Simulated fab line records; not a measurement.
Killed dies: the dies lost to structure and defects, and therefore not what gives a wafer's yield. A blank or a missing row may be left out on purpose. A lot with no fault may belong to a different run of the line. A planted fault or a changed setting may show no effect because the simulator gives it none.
Matching of chambers    flow berkeley_cmos170    UCB170_V1_CVD_00 on pecvd-01 has 3 sister chambers
The step deposits SiO2 from TEOS/O2, target thk 2000 nm, time 250 s. 3 wafers are shown with their chamber, then 9 later ones without.

== WAFERS, EACH WITH ITS CHAMBER ==
wafer   chamber  heater_power_w (W)
L170.5  1        321
L174.3  0        206
L174.6  2        297

== WAFERS WHOSE CHAMBER IS MISSING ==
wafer   heater_power_w (W)
L176.2  301
L176.5  196
L176.6  317
L181.2  246
L181.3  211
L181.6  271
L180.2  279
L180.4  210
L180.5  193

== WHICH CHAMBER EACH WENT THROUGH ==
wafer    from the rows above            in truth
L176.2   can't be placed: 2 or 1        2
L176.5   0                              0
L176.6   can't be placed: 1 or 2        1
L181.2   can't be placed: 0 or 2 or 1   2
L181.3   0                              0
L181.6   can't be placed: 2 or 1        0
L180.2   can't be placed: 2 or 1        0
L180.4   0                              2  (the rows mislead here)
L180.5   0                              0
Placed correctly: 3 of 9. Unplaceable from these rows: 5, with the true chamber sitting among the candidates in 3. Wrongly placed: 1.
How it was worked out, from the rows above alone: a wafer's distance from a chamber is the root of the sum, over the readings, of the square of ((its reading less the chamber's mean) divided by the reading's scatter). The wafer belongs to the nearest chamber; if the next one is less than 2 further off, it can't be placed. The mean given for a chamber averages the wafers shown for that chamber. The scatter (one wafer shown for each chamber): square how far every hidden wafer sits from the nearest shown wafer, average those squares and take the square root.
